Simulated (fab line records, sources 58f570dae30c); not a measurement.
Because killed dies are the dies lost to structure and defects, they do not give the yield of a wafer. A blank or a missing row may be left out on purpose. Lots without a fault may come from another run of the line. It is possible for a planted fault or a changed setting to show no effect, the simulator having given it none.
Which tool was responsible? | flow berkeley_cmos170 | 6 lots, 18 wafers sampled, at 3 steps of a route of 331

## WHAT EACH GAUGE READ, for each wafer
UCB170_ACTIVE_CD_MEAS_13: target cd 1200 nm.
lot  | measured    | on        | cd_nm (nm)
L276 | day 5 10:59 | cd_sem-01 | 1201.4 1200.5 1201.9
L282 | day 6 18:17 | cd_sem-02 | 1197.9 1199.4 1198.8
L288 | day 7 23:09 | cd_sem-02 | 1200.8 1200.7 1200.3
L291 | day 9 03:20 | cd_sem-02 | 1200.1 1201.2 1199.1
L293 | day 9 03:37 | cd_sem-02 | 1198.2 1198.4 1199.6
L294 | day 9 13:18 | cd_sem-02 | 1200.4 1201.2 1198.7

## TOOL THAT RAN EACH LOT (tool first, then ch and the chambers of the sampled wafers, then the start)
lot  | UCB170_ZERO_STRIP_07                | UCB170_ACTIVE_EXPOSE_10
L276 | plasma_asher-04 ch 0,1, day 2 09:17 | krf_scanner-01 ch 0, day 5 10:19
L282 | plasma_asher-04 ch 0,1, day 3 12:14 | krf_scanner-01 ch 0, day 6 17:54
L288 | plasma_asher-03 ch 0,1, day 4 21:10 | krf_scanner-02 ch 0, day 7 22:42
L291 | plasma_asher-01 ch 0,1, day 5 09:36 | krf_scanner-02 ch 0, day 9 02:54
L293 | plasma_asher-01 ch 0,1, day 5 18:27 | krf_scanner-01 ch 0, day 9 03:08
L294 | plasma_asher-04 ch 0,1, day 6 05:10 | krf_scanner-01 ch 0, day 9 12:54
- UCB170_ZERO_STRIP_07: strips in O2.
- UCB170_ACTIVE_EXPOSE_10: exposes mask ACTIVE, target cd 1200 nm.

## THE ANSWER, worked out from the rows above alone
Rule: the lots themselves supply what counts as usual. The widest of any qualifying gaps counts: lots, ordered by their means at a reading, are off when they make up no more than a third of the lots, leave a main group of 4 or more, and stand apart from it by 3 or more times the standard deviation of that group's means. If all means in a main group match to the digits the tables above print for the reading, that group is not used. A lot without any number at a reading at which 4 lots or more have one is off too. All remaining lots with rows at the step are treated as sound.
No lot is off on any of the readings shown, so nothing can be concluded from this.

## WHAT THE SIMULATOR PUT IN
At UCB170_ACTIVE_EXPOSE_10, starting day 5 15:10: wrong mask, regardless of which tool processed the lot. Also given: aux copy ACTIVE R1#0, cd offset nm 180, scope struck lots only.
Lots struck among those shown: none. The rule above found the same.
